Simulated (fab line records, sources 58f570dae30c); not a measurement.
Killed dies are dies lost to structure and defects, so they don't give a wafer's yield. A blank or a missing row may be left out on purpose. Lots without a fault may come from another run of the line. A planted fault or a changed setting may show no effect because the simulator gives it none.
Chamber matching | flow berkeley_cmos170 | UCB170_V2_CMP_02 on cmp-01: 4 sister chambers
The step polishes SiO2. 4 wafers are shown with their chamber, then 7 later ones without.

WAFERS WITH THEIR CHAMBER
wafer  | chamber | motor_current_A (A)
L246.6 | 0       | 15.9
L253.6 | 1       | 15.8
L268.1 | 2       | 16.4
L268.3 | 3       | 13.5

WAFERS WITHOUT THEIR CHAMBER
wafer  | motor_current_A (A)
L268.4 | 15.2
L265.2 | 17.9
L265.3 | 14.6
L265.5 | 16.1
L269.1 | 12.8
L269.2 | 15.7
L269.6 | 15.6

WHICH CHAMBER EACH WENT THROUGH
wafer  | from the rows above               | in truth
L268.4 | can't be placed: 1 or 0 or 2 or 3 | 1
L265.2 | can't be placed: 2 or 0 or 1      | 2
L265.3 | can't be placed: 3 or 1 or 0 or 2 | 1
L265.5 | can't be placed: 0 or 2 or 1      | 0
L269.1 | 3                                 | 3
L269.2 | can't be placed: 1 or 0 or 2      | 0
L269.6 | can't be placed: 1 or 0 or 2      | 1
Placed correctly: 1 of 7. Can't be placed from these rows: 6 (the true chamber is among the candidates in 6). Placed wrongly: 0.
How it was worked out, from the rows above alone: a wafer's distance from a chamber is the root of the sum, over the readings, of the square of ((its reading less the chamber's mean) divided by the reading's scatter). The wafer belongs to the nearest chamber; if the next one is less than 2 further off, it can't be placed. A chamber's mean is the mean of its shown wafers. The scatter: with one shown wafer a chamber, the root of the mean of the squares of how far each hidden wafer lies from its nearest shown one.
